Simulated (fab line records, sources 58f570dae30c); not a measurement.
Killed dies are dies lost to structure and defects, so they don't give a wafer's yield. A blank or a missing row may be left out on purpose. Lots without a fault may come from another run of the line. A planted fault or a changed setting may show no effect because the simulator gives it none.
One fault seen from 2 desks | flow berkeley_cmos170 | each desk has only its own numbers; what lay behind them comes last

THE TOOL OWNER'S DESK: lpcvd-01
The tool's own readings at UCB170_GATE_CVD_04 (deposits poly-Si from SiH4, time 1440 s, target thk 214 nm): means of the sampled wafers that have a number, for each lot that ran on this tool. A lot is out of limits, marked OUT, if its mean lies more than 4 standard deviations from the usual mean; the brackets give that distance.
Columns: A = spike_tc_source_C at UCB170_GATE_CVD_04, usual 627.9 C
lot  | first seen here | A
L791 | day 10 21:23    | 627.2
This desk's finding: nothing out of limits on the one lot.

THE METROLOGY DESK
What the gauges read, lot by lot, whatever tool the lot ran on: means of the sampled wafers that have a number. A lot is out of limits, marked OUT, if its mean lies more than 4 standard deviations from the usual mean; the brackets give that distance. Of its 11 readings 7 are shown: those that lie furthest out on some lot.
Columns: A = PVT_OVL at UCB170_PVT_OVL_MEAS_06, usual 3 nm; B = PVT_TW at UCB170_PVT_TW_MEAS_09, usual 507; C = FIELD_OXIDE_LEFT_2_THK at UCB170_FIELD_THK_MEAS_91, usual 355 nm; D = GATE_OXIDE_THK at UCB170_GATE_THK_MEAS_02, usual 6.51 nm; E = GATE_POLY_THK at UCB170_GATE_THK_MEAS_05, usual 215.0 nm; F = PLDD_OVL at UCB170_PLDD_OVL_MEAS_07, usual -2 nm; G = PLDD_TW at UCB170_PLDD_TW_MEAS_11, usual 1010
lot  | first seen here | A  | B   | C   | D    | E     | F  | G
L777 | day 7 02:33     | -7 | 506 | 348 | 6.52 | 213.6 | -3 | 1008
L781 | day 7 17:47     | 3  | 507 | 347 | 6.38 | 214.3 | -4 | 997
L782 | day 7 17:54     | 1  | 513 | 346 | 6.65 | 211.9 | 4  | 1026
L784 | day 8 13:32     | -6 | 507 | 342 | 6.52 | 214.1 | -2 | 1011
L791 | day 10 08:36    | 5  | 516 | 352 | 6.40 | 213.0 | 2  | 1029
This desk's finding: nothing out of limits on any of the 5 lots.

PUT TOGETHER
The tool owner's desk saw nothing out of limits.
The metrology desk saw nothing out of limits.

WHAT THE SIMULATOR HAD PUT IN
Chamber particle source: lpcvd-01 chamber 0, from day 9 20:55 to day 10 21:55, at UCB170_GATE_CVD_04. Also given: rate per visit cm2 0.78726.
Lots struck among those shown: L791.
